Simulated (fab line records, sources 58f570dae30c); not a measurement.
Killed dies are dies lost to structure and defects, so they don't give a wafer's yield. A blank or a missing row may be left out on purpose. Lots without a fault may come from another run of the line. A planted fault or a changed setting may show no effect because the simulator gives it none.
Which tool did it? | flow berkeley_cmos170 | 15 lots, 45 wafers sampled, at 2 steps of a route of 331

WHAT THE GAUGES READ, wafer by wafer
UCB170_NVT_TW_MEAS_09.
lot  | measured     | on            | NVT_TW
L742 | day 6 08:51  | film_metro-02 | 526 525 523
L738 | day 6 09:06  | film_metro-02 | 521 525 521
L740 | day 6 09:11  | film_metro-04 | 530 533 534
L741 | day 6 09:28  | film_metro-04 | 533 527 532
L743 | day 7 10:20  | film_metro-02 | 524 520 523
L744 | day 7 10:37  | film_metro-04 | 531 528 530
L745 | day 7 17:55  | film_metro-04 | 530 528 530
L747 | day 7 18:04  | film_metro-04 | 445 446 446
L750 | day 8 17:15  | film_metro-04 | 441 445 443
L752 | day 8 18:02  | film_metro-03 | 437 437 440
L748 | day 8 18:19  | film_metro-02 | 523 522 524
L757 | day 9 20:43  | film_metro-04 | 531 533 528
L756 | day 9 21:04  | film_metro-04 | 527 528 530
L759 | day 10 08:56 | film_metro-02 | 521 522 522
L760 | day 10 18:16 | film_metro-03 | 520 522 523

WHICH TOOL RAN EACH LOT (tool, then ch and the chambers of the sampled wafers, then the start)
lot  | UCB170_NVT_IMPLANT_07
L742 | implanter-02 ch 0, day 6 08:38
L738 | implanter-03 ch 0, day 6 08:52
L740 | implanter-01 ch 0, day 6 08:58
L741 | implanter-03 ch 0, day 6 09:13
L743 | implanter-01 ch 0, day 7 10:05
L744 | implanter-02 ch 0, day 7 10:23
L745 | implanter-01 ch 0, day 7 17:41
L747 | implanter-02 ch 0, day 7 17:50
L750 | implanter-02 ch 0, day 8 17:00
L752 | implanter-02 ch 0, day 8 17:48
L748 | implanter-01 ch 0, day 8 18:04
L757 | implanter-03 ch 0, day 9 20:28
L756 | implanter-01 ch 0, day 9 20:49
L759 | implanter-03 ch 0, day 10 08:41
L760 | implanter-03 ch 0, day 10 18:01
- UCB170_NVT_IMPLANT_07

WHAT THE TOOLS THEMSELVES READ (means of the sampled wafers that have a number; where no wafer has one, the mark that the record gives instead)
UCB170_NVT_IMPLANT_07.
lot  | tool         | dose_ions_cm2 | faraday_current_uA
L742 | implanter-02 | 2.996e+12     | 9.51
L738 | implanter-03 | 2.997e+12     | 9.40
L740 | implanter-01 | 3.002e+12     | 9.74
L741 | implanter-03 | 2.995e+12     | 9.49
L743 | implanter-01 | 2.994e+12     | 9.46
L744 | implanter-02 | 3.005e+12     | 9.43
L745 | implanter-01 | 3.000e+12     | 9.54
L747 | implanter-02 | 1.703e+12     | 5.38
L750 | implanter-02 | 1.703e+12     | 5.38
L752 | implanter-02 | 1.702e+12     | 5.33
L748 | implanter-01 | 2.998e+12     | 9.38
L757 | implanter-03 | 2.999e+12     | 9.80
L756 | implanter-01 | 3.001e+12     | 9.62
L759 | implanter-03 | 2.998e+12     | 9.49
L760 | implanter-03 | 2.998e+12     | 9.50

THE ANSWER, worked out from the rows above alone
Rule: what is usual is taken from the lots themselves. Put in order of their means at a reading, lots are off if they are a third of the lots or fewer, leave a main group of 4 or more, and stand apart from it by a gap of 3 or more times the standard deviation of the main group's means; of several such gaps the widest counts. A main group whose means are all the same, to the digits that the tables above print for the reading, isn't used. A lot without any number at a reading at which 4 lots or more have one is off too. The other lots that the step has rows for count as sound. The gauges are gone through in route order, then the tools' own readings, and for those a lot's mean is taken as printed above. The first step at which some lot is off is used, and at that step the reading that is off furthest; a lot without a number counts as furthest.
Off: L747, L750, L752, at UCB170_NVT_TW_MEAS_09 (NVT_TW). The main group: mean 526, standard deviation 3.9.
A tool fits if, at a process step before that reading, it ran every lot that is off, and no sound lot after the first of them. The gauges at UCB170_NVT_TW_MEAS_09 aren't tried: what is off there is off at UCB170_NVT_IMPLANT_07 too, on other tools, and a gauge's error can't cause that. One fits: implanter-02 at UCB170_NVT_IMPLANT_07. Its last sound lot is L744 (day 7 10:23), its first lot that is off L747 (day 7 17:50): a fault that began between those two fits.
The tool's own readings at UCB170_NVT_IMPLANT_07 bear it out: on the lots that are off they differ by more than 5 times the standard deviation of the sound lots' means. dose_ions_cm2 reads 1.703e+12 there against 2.999e+12 on the sound lots; faraday_current_uA reads 5.36 there against 9.53 on the sound lots.

WHAT THE SIMULATOR HAD PUT IN
Process parameter drift: implanter-02, from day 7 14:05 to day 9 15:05, at UCB170_NVT_IMPLANT_07. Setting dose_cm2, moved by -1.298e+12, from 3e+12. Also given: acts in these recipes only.
Lots struck among those shown: L747, L750, L752. The rule above found the same.
